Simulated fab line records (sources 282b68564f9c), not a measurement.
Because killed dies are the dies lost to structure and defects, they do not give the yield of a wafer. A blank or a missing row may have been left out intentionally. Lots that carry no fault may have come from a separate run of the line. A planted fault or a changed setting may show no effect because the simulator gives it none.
Code-filled problem report in 8D (eight disciplines) form ; flow ritCmos ; the parts of the form that need people (team, actions taken, sign-off) are left out

1. THE PROBLEM
Wafers free of any fault read -0.3 nm (standard deviation 1.5) for GATE_OVL at RIT_GATE_OVL_MEAS_17, against a mean of -149.0 nm on 9 wafers of 3 lots. So: -99 or more standard deviations from the usual mean.
Seen first at day 6 06:08 on overlay-02, wafer L453.1. The record has a number at this step for 45 wafers belonging to 15 lots. The rule behind "out" and "out of limits": a value lying over 4 standard deviations away from the usual mean. The rest of the wafers with a number are treated as sound.

2. WHAT IT IS, WHAT IT ISN'T
question;is;is not
which readings at this step;GATE_OVL;-
which lots;L453, L454, L456;L436, L438, L442, L443, L444, L445, L446, L447, L448, L449, L450, L452
which wafers of those lots;all that have a number;-
read on which gauges;overlay-01, overlay-02;-
when;from day 6 06:08;up to then (36 sound wafers)

3. WHAT RULES OUT EACH SUSPECT
Counting: a tool stays on the suspect list if, at a process step up to the reading, it processed all lots that are out and no sound lot following the first of them.
- the gauge at RIT_GATE_OVL_MEAS_17: ruled out. 2 gauges (overlay-01, overlay-02) read the wafers that are out.
- ilineStepper-01 at RIT_GATE_EXPOSE_13 (exposes mask M6, target cd 150 nm): kept. All lots that are out passed through it, beginning with L453 at day 6 05:35, and no sound lot followed; its final sound lot before that point was L450 at day 5 17:07.
The count leaves ilineStepper-01 at RIT_GATE_EXPOSE_13.

4. THE CAUSE (what the simulator had put in)
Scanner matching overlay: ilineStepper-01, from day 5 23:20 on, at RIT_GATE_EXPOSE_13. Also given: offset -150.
After counting, this tool was the only one left.

5. THE CHAIN OF EFFECTS, in route order
Rows list readings where the struck wafers' mean (over those with a number) sits beyond 3 standard deviations from the usual. Scope: only readings with a usual standard deviation given in the record; hours: median across lots of the time from each lot's start at the first step in this table that gives one to its start at this step; sigmas: change in usual standard deviations.
hours;step;reading;usual;on struck wafers;change;sigmas
0;RIT_GATE_OVL_MEAS_17;GATE_OVL;-0.3 nm;-149.0;-148.7;-99 or more
Later measuring or inspecting steps at which every struck wafer that the step has a row for has a number for every such reading, and none has moved that far: RIT_REOX_THK_MEAS_04.

6. WHAT WOULD HAVE CAUGHT IT SOONER
In this record the first reading out of limits at a measuring or inspecting step was taken at day 6 06:08, 7 hours after the fault began at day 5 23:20.
L454, L456, from the lots that are out (3), started RIT_GATE_EXPOSE_13 on ilineStepper-01 later than day 6 06:08. A hold on the tool at that time would have spared those 2.
